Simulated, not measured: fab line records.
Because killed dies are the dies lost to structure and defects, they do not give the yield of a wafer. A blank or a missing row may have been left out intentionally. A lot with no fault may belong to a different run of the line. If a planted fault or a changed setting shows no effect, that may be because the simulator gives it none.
fab line records ; flow rit-cmos
[record] lots = 6; wafers = 18; last-day = 8
route steps=202 shown M1@184
lots with no fault: from the same line, run without faults
start-h: hours from the record's first day to the start of the lot's first wafer shown ; wait-h: hours from the lot's prior step to this one ; " identical to the entry in the row above ; L1.1+2: a single row standing in for several wafers ; - no value present, or no start provided ; * or withheld: withheld ; < > ~ a bound
route shown NAME@n: a module of which the file shows steps, and the number in the route of the first ; usual: average and standard deviation across the fault-free wafers ; same: alike in all rows ; chamber/n: place in a boat ; sites: the reading at each site ; _std_site: standard deviation across them ; _edge_site: inner sites' mean taken away from outer sites' mean ; radius-mm: how far each site lies from the wafer's centre ; mask NAME#n: copy n ; behind: the most recent tool/chamber to have shaped the wafer ; hold: cause of the lot's hold/its duration in hours/its outcome ; device: names the non-switching transistor (n, p or np) ; end of line: at the end of the route, the tests of the same wafers ; a step without rows: its recipe alone ; killed: count of dies lost to structure and defects at first sort (not the wafer's yield) ; map: per-die view of a wafer (x killed, . not killed, _ where there is no die)
set.NAME: the setting that was run; set.NAME@STEP: the one run at that earlier step ; model.NAME: the simulator's own value behind a step, which no gauge read
lots seen at some steps along the route; tables by step, rows by wafer
services: the hour from which a tool's chamber was out of use, counted from the record's first day as start-h (under 0 if before that day), plus the number of hours and why
[[steps]]
[step RIT_M1_SPUTTER_00]
[recipe] material = Al; target-thk-nm = 400; power-w = 2000; chamber-pressure-pa = 0.4; gas = Ar; time-s = 477.1; substrate-temp-c = 25
[usual] throttle-valve-pct = 30.0/1.2
lot.wafer;tool;chamber;start-h;wait-h;throttle-valve-pct
L640.1;pvd-sputter-03;-;59.82;0.0;29.8
L640.3;pvd-sputter-03;-;59.82;0.0;30.3
L640.4;pvd-sputter-03;-;59.82;0.0;29.0
L650.1;pvd-sputter-01;-;114.09;0.0;28.7
L650.3;pvd-sputter-01;-;114.09;0.0;30.8
L650.4;pvd-sputter-01;-;114.09;0.0;30.2
L652.1;pvd-sputter-03;-;122.30;0.0;30.2
L652.2;pvd-sputter-03;-;122.30;0.0;29.6
L652.6;pvd-sputter-03;-;122.30;0.0;29.4
L655.1;pvd-sputter-01;-;146.30;0.0;28.6
L655.4;pvd-sputter-01;-;146.30;0.0;30.9
L655.5;pvd-sputter-01;-;146.30;0.0;32.6
L659.1;pvd-sputter-01;-;165.88;0.0;30.2
L659.3;pvd-sputter-01;-;165.88;0.0;30.5
L659.4;pvd-sputter-01;-;165.88;0.0;28.5
L663.1;pvd-sputter-03;-;192.94;0.0;29.4
L663.4;pvd-sputter-03;-;192.94;0.0;30.3
L663.6;pvd-sputter-03;-;192.94;0.0;30.4
[step RIT_M1_RS_MEAS_01]
[recipe] thk-meas-gauge = four-point-probe; reads = Al_of_M1_SPUTTER_00
[usual] M1_AL_RS = 0.0772/0.00063
lot.wafer;tool;chamber;start-h;wait-h;M1_AL_RS[ohm/sq]
L640.1;film-metro-01;-;60.12;0.2;0.0760
L640.3;film-metro-01;-;60.12;0.2;0.0768
L640.4;film-metro-01;-;60.12;0.2;0.0771
L650.1;film-metro-03;-;114.38;0.2;0.0766
L650.3;film-metro-03;-;114.38;0.2;0.0777
L650.4;film-metro-03;-;114.38;0.2;0.0776
L652.1;film-metro-03;-;122.59;0.2;0.0780
L652.2;film-metro-03;-;122.59;0.2;0.0770
L652.6;film-metro-03;-;122.59;0.2;0.0785
L655.1;film-metro-01;-;146.59;0.2;0.0772
L655.4;film-metro-01;-;146.59;0.2;0.0773
L655.5;film-metro-01;-;146.59;0.2;0.0772
L659.1;film-metro-02;-;166.17;0.2;0.0766
L659.3;film-metro-02;-;166.17;0.2;0.0763
L659.4;film-metro-02;-;166.17;0.2;0.0767
L663.1;film-metro-02;-;193.23;0.2;0.0768
L663.4;film-metro-02;-;193.23;0.2;0.0776
L663.6;film-metro-02;-;193.23;0.2;0.0776
[step RIT_M1_THK_MEAS_02]
[recipe] thk-meas-gauge = xrf; reads = Al_of_M1_SPUTTER_00
[usual] M1_AL_THK = 376/4.5
lot.wafer;tool;chamber;start-h;wait-h;M1_AL_THK[nm]
L640.1;film-metro-01;-;60.24;0.1;385
L640.3;film-metro-01;-;60.24;0.1;380
L640.4;film-metro-01;-;60.24;0.1;375
L650.1;film-metro-03;-;114.50;0.1;377
L650.3;film-metro-03;-;114.50;0.1;371
L650.4;film-metro-03;-;114.50;0.1;373
L652.1;film-metro-03;-;122.71;0.1;366
L652.2;film-metro-03;-;122.71;0.1;371
L652.6;film-metro-03;-;122.71;0.1;367
L655.1;film-metro-01;-;146.71;0.1;379
L655.4;film-metro-01;-;146.71;0.1;378
L655.5;film-metro-01;-;146.71;0.1;379
L659.1;film-metro-02;-;166.29;0.1;380
L659.3;film-metro-02;-;166.29;0.1;380
L659.4;film-metro-02;-;166.29;0.1;379
L663.1;film-metro-02;-;193.35;0.1;379
L663.4;film-metro-02;-;193.35;0.1;372
L663.6;film-metro-02;-;193.35;0.1;373
[step RIT_M1_HMDS_03]
[recipe] prime-time-s = 60; prime-temp-c = 140
[step RIT_M1_COAT_04]
[recipe] resist = NOVOLAK; spin-rpm = 2000; resist-thk-nm = 1300
[step RIT_M1_SOFTBAKE_05]
[recipe] resist = NOVOLAK; temp-c = 90; time-s = 60
[step RIT_M1_EXPOSE_06]
[recipe] mask-id = M12; na = 0.6; source-shape = conventional; sigma-outer = 0.5; target-cd-nm = 2600; dose-mj = 250
[step RIT_M1_PEB_07]
[recipe] resist = NOVOLAK; temp-c = withheld; time-s = withheld
[step RIT_M1_DEVELOP_08]
[recipe] resist = NOVOLAK; develop-time-s = 68; dev-temp-c = 23
[step RIT_M1_CD_MEAS_09]
[recipe] target-cd-nm = 2600
[usual] cd-nm = 2599.8/2.3
lot.wafer;tool;chamber;start-h;wait-h;cd-nm
L640.1;cd-sem-02;-;61.18;-;2599.9
L640.3;cd-sem-02;-;61.18;-;2600.1
L640.4;cd-sem-02;-;61.18;-;2601.9
L650.1;cd-sem-01;-;115.57;-;2601.7
L650.3;cd-sem-01;-;115.57;-;2603.8
L650.4;cd-sem-01;-;115.57;-;2600.1
L652.1;cd-sem-02;-;123.85;-;2600.8
L652.2;cd-sem-02;-;123.85;-;2600.3
L652.6;cd-sem-02;-;123.85;-;2601.4
L655.1;cd-sem-01;-;147.66;-;2598.5
L655.4;cd-sem-01;-;147.66;-;2596.5
L655.5;cd-sem-01;-;147.66;-;2597.5
L659.1;cd-sem-01;-;167.36;-;2598.7
L659.3;cd-sem-01;-;167.36;-;2599.0
L659.4;cd-sem-01;-;167.36;-;2597.7
L663.1;cd-sem-01;-;194.57;-;2602.8
L663.4;cd-sem-01;-;194.57;-;2602.2
L663.6;cd-sem-01;-;194.57;-;2599.6
[step RIT_M1_OVL_MEAS_10]
[usual] M1_OVL = -1.3/1.3
lot.wafer;tool;chamber;start-h;wait-h;M1_OVL[nm]
L640.1;overlay-02;-;61.30;0.1;-1.5
L640.3;overlay-02;-;61.30;0.1;-2.9
L640.4;overlay-02;-;61.30;0.1;-2.1
L650.1;overlay-02;-;115.69;0.1;-0.8
L650.3;overlay-02;-;115.69;0.1;-1.6
L650.4;overlay-02;-;115.69;0.1;-2.4
L652.1;overlay-02;-;123.97;0.1;-4.0
L652.2;overlay-02;-;123.97;0.1;-4.0
L652.6;overlay-02;-;123.97;0.1;-2.1
L655.1;overlay-02;-;147.78;0.1;-1.4
L655.4;overlay-02;-;147.78;0.1;-2.6
L655.5;overlay-02;-;147.78;0.1;-0.5
L659.1;overlay-02;-;167.48;0.1;-2.1
L659.3;overlay-02;-;167.48;0.1;-1.0
L659.4;overlay-02;-;167.48;0.1;-1.6
L663.1;overlay-01;-;194.69;0.1;1.6
L663.4;overlay-01;-;194.69;0.1;1.2
L663.6;overlay-01;-;194.69;0.1;0.1
[step RIT_M1_HARDBAKE_11]
[recipe] resist = NOVOLAK; temp-c = 140; time-s = 120
[step RIT_M1_METAL_ETCH_12]
[recipe] stop-on = SiO2; chemistry = Cl2/BCl3; target = Al; time-s = 165; over-etch-frac = 0.5; pressure-mtorr = 100; target-depth-a = 6000; rf-w = 252.8; Cl2_flow_sccm = 60; bcl3-flow-sccm = 50
[usual] drypump-motor-current-A = 5.5/0.62; oes-product-au = 0.757/0.019; run-length-s = 193.1/0.37; throttle-valve-pct = 8.20/0.1
lot.wafer;tool;chamber;start-h;wait-h;drypump-motor-current-A;oes-product-au;rf-hours-counter-h;run-length-s;throttle-valve-pct;model.NOVOLAK_of_M1_COAT_04.thk-nm;model.SiO2_of_CONTACT_CVD_00.thk-nm;model.M1.feature-depth-nm
L640.1;rie-metal-03;0;61.58;0.2;6.7;0.735;3;193.0;8.08;800.5;335.8;419.6
L640.3;rie-metal-03;1;61.58;0.2;5.1;0.752;-;192.7;8.04;799.6;339.2;417
L640.4;rie-metal-03;0;61.58;0.2;6.7;0.732;-;193.5;8.08;805.4;344.9;413.8
L650.1;rie-metal-04;0;115.98;0.2;5.2;0.781;30;192.8;8.29;808;345.4;415.4
L650.3;rie-metal-04;0;115.98;0.2;5.2;0.770;-;192.9;8.27;813.7;340.3;410.7
L650.4;rie-metal-04;1;115.98;0.2;5.5;0.765;-;194.1;8.22;811;350.2;410.8
L652.1;rie-metal-03;0;124.25;0.2;6.7;0.967;3;152.1;8.05;889.3;342.2;401.3
L652.2;rie-metal-03;1;124.25;0.2;5.1;0.988;3;151.3;8.00;887.8;350.6;406.6
L652.6;rie-metal-03;0;124.25;0.2;6.7;0.975;-;151.5;8.07;887.1;352.6;399.6
L655.1;rie-metal-03;0;148.07;0.2;6.7;0.982;4;151.8;8.05;891.8;346.6;405.7
L655.4;rie-metal-03;0;148.07;0.2;6.7;0.984;-;151.6;8.06;889.1;356.8;405.7
L655.5;rie-metal-03;1;148.07;0.2;5.1;0.989;-;151.8;8.03;886.4;361.1;406
L659.1;rie-metal-01;0;167.76;0.2;4.9;0.771;5;193.3;8.32;808.1;343.6;417.1
L659.3;rie-metal-01;1;167.76;0.2;5.9;0.783;-;193.3;8.22;813;347.6;416.6
L659.4;rie-metal-01;0;167.76;0.2;4.9;0.780;-;193.6;8.34;811.4;348.5;416.1
L663.1;rie-metal-04;0;195.01;0.2;5.2;0.738;0;193.6;8.28;798.5;336.4;416.5
L663.4;rie-metal-04;1;195.01;0.2;5.5;0.758;-;193.3;8.22;813.5;342.6;410.1
L663.6;rie-metal-04;0;195.01;0.2;5.2;0.732;-;193.1;8.28;797.8;342.5;412.1
[step RIT_M1_STRIP_13]
[recipe] chemistry = nmp; resist = NOVOLAK; temp-c = 80; time-s = 600; dry = n2-spin
[step RIT_M1_PROBE_99]
[usual] defect-limited-yield = 97.3/1.2; killed-at-front-end = 7/3.1; killed-dies = 7/3.1; killed-open = 3.6/2.2; killed-short = 3.4/2.1; sort_bin_3_pad_short = 0.1/0.24; sort_bin_5_function = 1.5/0.76; sort_bin_6_memory = 1.0/0.67; sort-n-pass = 257/3.1; sort-yield-pct = 97.3/1.2
[same] gross-dies = 264; killed_at_M0_to_M3 = 0; killed_at_M4_up = 0; killed-at-back-side = 0; killed-at-contacts = 0; killed-at-other = 0
lot.wafer;tool;chamber;start-h;wait-h;defect-limited-yield[%];killed-at-front-end;killed-dies;killed-open;killed-short;sort_bin_3_pad_short[%];sort_bin_5_function[%];sort_bin_6_memory[%];sort-n-pass;sort-yield-pct[%]
L640.1;prober-01;-;63.85;0.1;95.5;12;12;6;4;0.8;1.5;2.3;252;95.5
L640.3;prober-01;-;63.95;0.2;96.2;10;10;1;9;0.8;0.8;2.3;254;96.2
L640.4;prober-01;-;64.00;0.2;95.1;13;13;8;5;0;3.4;1.5;251;95.1
L650.1;prober-01;-;118.23;0.1;97.7;6;6;5;1;0;1.5;0.8;258;97.7
L650.3;prober-01;-;118.33;0.2;96.6;9;9;2;7;0.4;1.1;1.9;255;96.6
L650.4;prober-01;-;118.38;0.2;98.5;4;4;2;2;0;1.1;0.4;260;98.5
L652.1;prober-01;-;127.62;0.1;97.0;8;8;5;3;0.8;1.5;0.8;256;97.0
L652.2;prober-01;-;127.67;0.1;98.9;3;3;1;2;0.4;0.4;0.4;261;98.9
L652.6;prober-01;-;127.87;0.2;99.2;2;2;0;2;0;0.4;0.4;262;99.2
L655.1;prober-02;-;150.32;0.1;98.5;4;4;3;1;0;1.1;0.4;260;98.5
L655.4;prober-02;-;150.47;0.2;97.7;6;6;5;1;0;1.9;0.4;258;97.7
L655.5;prober-02;-;150.52;0.2;97.7;6;6;2;4;0;2.3;0;258;97.7
L659.1;prober-01;-;170.01;0.1;96.6;9;9;4;5;0;1.5;1.9;255;96.6
L659.3;prober-01;-;170.11;0.2;97.0;8;8;5;3;0;1.9;1.1;256;97.0
L659.4;prober-01;-;170.16;0.2;97.0;8;8;6;2;0;1.5;1.5;256;97.0
L663.1;prober-01;-;197.28;0.1;97.3;7;7;6;1;0;1.5;1.1;257;97.3
L663.4;prober-01;-;197.43;0.2;96.6;9;9;4;5;0;1.9;1.5;255;96.6
L663.6;prober-01;-;197.53;0.2;97.0;8;8;3;5;0;1.9;1.1;256;97.0
// killed by level:class
L640.1 GATE:geometric-particle:open=4 FOX2:geometric-particle:short=2 GATE:geometric-particle:short=2 NRETRO:coat-microbubble-printed=2 REOX:geometric-particle:open=1 SPACER:geometric-particle:open=1
L640.3 GATE:geometric-particle:short=7 FOX1:geometric-particle:short=1 GATE:geometric-particle:open=1 REOX:geometric-particle:short=1
L640.4 FOX1:geometric-particle:open=5 REOX:geometric-particle:short=4 GATE:geometric-particle:open=2 ACTIVE:geometric-particle:open=1 FOX1:geometric-particle:short=1
L650.1 GATE:geometric-particle:open=3 FOX2:geometric-particle:open=2 FOX2:geometric-particle:short=1
L650.3 REOX:geometric-particle:short=4 GATE:geometric-particle:short=2 SPACER:geometric-particle:open=1 SILICIDE:geometric-particle:short=1 SILICIDE:geometric-particle:open=1
L650.4 FOX1:geometric-particle:open=1 GATE:geometric-particle:short=1 SPACER:geometric-particle:short=1 SPACER:geometric-particle:open=1
L652.1 SPACER:geometric-particle:open=3 SILICIDE:geometric-particle:open=2 FOX1:geometric-particle:short=1 GATE:geometric-particle:short=1 SILICIDE:geometric-particle:short=1
L652.2 FOX1:geometric-particle:short=1 FOX2:geometric-particle:short=1 GATE:geometric-particle:open=1
L652.6 SILICIDE:geometric-particle:short=2
L655.1 FOX1:geometric-particle:open=2 GATE:geometric-particle:short=1 GATE:geometric-particle:open=1
L655.4 GATE:geometric-particle:open=3 FOX1:geometric-particle:open=1 REOX:geometric-particle:open=1 SILICIDE:geometric-particle:short=1
L655.5 FOX1:geometric-particle:short=3 FOX1:geometric-particle:open=1 FOX2:geometric-particle:short=1 SPACER:geometric-particle:open=1
L659.1 REOX:geometric-particle:short=4 GATE:geometric-particle:open=3 GATE:geometric-particle:short=1 REOX:geometric-particle:open=1
L659.3 GATE:geometric-particle:open=2 SILICIDE:geometric-particle:open=2 FOX1:geometric-particle:short=1 GATE:geometric-particle:short=1 REOX:geometric-particle:open=1 SILICIDE:geometric-particle:short=1
L659.4 GATE:geometric-particle:open=4 GATE:geometric-particle:short=1 REOX:geometric-particle:open=1 REOX:geometric-particle:short=1 SILICIDE:geometric-particle:open=1
L663.1 GATE:geometric-particle:open=4 REOX:geometric-particle:open=1 SPACER:geometric-particle:open=1 SPACER:geometric-particle:short=1
L663.4 FOX1:geometric-particle:open=3 FOX1:geometric-particle:short=2 REOX:geometric-particle:short=2 GATE:geometric-particle:short=1 GATE:geometric-particle:open=1
L663.6 FOX1:geometric-particle:open=2 GATE:geometric-particle:short=2 REOX:geometric-particle:short=2 GATE:geometric-particle:open=1 SPACER:geometric-particle:short=1
[[services]]
tool;chamber;start-h;hours;kind
pvd-sputter-03;-;41.78;0.7;repair
pvd-sputter-03;-;102.73;1.9;repair
rie-metal-04;-;136.12;20.0;pm
rie-metal-04;0;136.12;20.0;vent-cycle
rie-metal-04;1;136.12;20.0;vent-cycle
rie-metal-04;0;156.12;-;clean
rie-metal-04;1;156.12;-;clean
pvd-sputter-01;-;173.20;3.4;repair
[[key]]
[first-sign] step = RIT_M1_METAL_ETCH_12; reading = run-length-s; direction = down; sigmas = 99+; usual = *; struck = *
[effect] step = RIT_M1_METAL_ETCH_12; reading = oes-product-au; direction = up; sigmas = 12; usual = 0.757; struck = 0.981
[model-effect] step = RIT_M1_METAL_ETCH_12; value = NOVOLAK_of_M1_COAT_04.thk-nm; without = 804.9; struck = 888.6
met-at RIT_M1_METAL_ETCH_12
struck-wafers L652.1,L652.2,L652.6,L655.1,L655.4,L655.5
onset-between 61.58 124.25
[fault] kind = process-parameter-drift; tool = rie-metal-03; chamber = -; onset-h = 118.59; steps = RIT_M1_METAL_ETCH_12; channel = time-s; offset = *; shape = step; end-h = 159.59; stated = *
